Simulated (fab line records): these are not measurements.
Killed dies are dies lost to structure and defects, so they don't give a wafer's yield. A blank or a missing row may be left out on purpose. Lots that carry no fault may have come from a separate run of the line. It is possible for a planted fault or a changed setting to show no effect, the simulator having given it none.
One fault seen from 2 desks / flow berkeleyCmos170 / numbers are kept per desk, each desk with only its own; the story behind them comes last

## FROM THE METROLOGY DESK
What the gauges read for every lot (on any tool): the sampled wafers with a number, averaged. A lot is out of limits, marked OUT, if its mean lies more than 4 standard deviations from the usual mean; the brackets give that distance.
Columns: A = cdNm at UCB170_M2_CD_MEAS_15, usual 700.0 nm
lot=L797; first seen here=day 8 23:33; A=700.3
lot=L798; first seen here=day 10 00:32; A=700.8
lot=L800; first seen here=day 10 01:10; A=699.5
lot=L803; first seen here=day 10 23:29; A=698.8
lot=L802; first seen here=day 11 03:06; A=699.2
lot=L808; first seen here=day 11 15:02; A=701.9
lot=L809; first seen here=day 11 15:16; A=698.2
lot=L805; first seen here=day 11 15:26; A=703.2
lot=L810; first seen here=day 11 21:52; A=699.6
lot=L812; first seen here=day 13 03:58; A=700.5
lot=L814; first seen here=day 13 05:29; A=699.4
lot=L819; first seen here=day 13 05:37; A=697.7
lot=L818; first seen here=day 13 05:44; A=698.6
Finding of this desk: none of the 13 lots has anything out of limits.

## THE TOOL OWNER'S DESK: rieMetal-03
The tool's own readings at UCB170_M2_METAL_ETCH_18 (etches Al in Cl2/BCl3, stops on SiO2, target depth 1170 nm, time 195 s): means of the sampled wafers that have a number, for each lot that ran on this tool. A lot is out of limits, marked OUT, if its mean lies more than 4 standard deviations from the usual mean; the brackets give that distance.
Columns: A = drypumpMotorCurrentA at UCB170_M2_METAL_ETCH_18, usual 5.6 A; B = oesProductAu at UCB170_M2_METAL_ETCH_18, usual 0.868 a.u.; C = runLengthS at UCB170_M2_METAL_ETCH_18, usual 223.7 s; D = throttleValvePct at UCB170_M2_METAL_ETCH_18, usual 24.38 %
lot=L797; first seen here=day 8 23:44; A=5.6; B=0.873; C=223.3; D=24.34
lot=L803; first seen here=day 10 23:42; A=5.6; B=0.869; C=223.5; D=24.34
lot=L802; first seen here=day 11 03:18; A=5.8; B=0.859; C=224.1; D=24.35
lot=L808; first seen here=day 11 15:14; A=5.2; B=0.888; C=222.7; D=24.31
lot=L810; first seen here=day 11 22:04; A=5.8; B=0.858; C=223.6; D=24.35
lot=L814; first seen here=day 13 05:43; A=5.6; B=0.860; C=231.3 (+6.3) OUT; D=24.35
Finding of this desk: L814 out of limits; the first was L814 at day 13 05:43, on runLengthS at UCB170_M2_METAL_ETCH_18. In limits: L797, L803, L802, L808, L810.

## BROUGHT TOGETHER
At day 13 05:43, on L814, the tool owner's desk was in a position to raise an alarm.
From the metrology desk's view, nothing was out of limits.
The metrology desk has L814 on record, within its limits.
Every lot named ran UCB170_M2_METAL_ETCH_18 on rieMetal-03.

## WHAT THE SIMULATOR HAD INSERTED
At UCB170_M2_METAL_ETCH_18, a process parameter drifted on rieMetal-03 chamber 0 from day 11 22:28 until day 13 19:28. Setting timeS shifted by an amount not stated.
Shown lots that were struck: L814.
Each desk's first reading out of limits, in hours after the fault started: the tool owner's desk, 31.
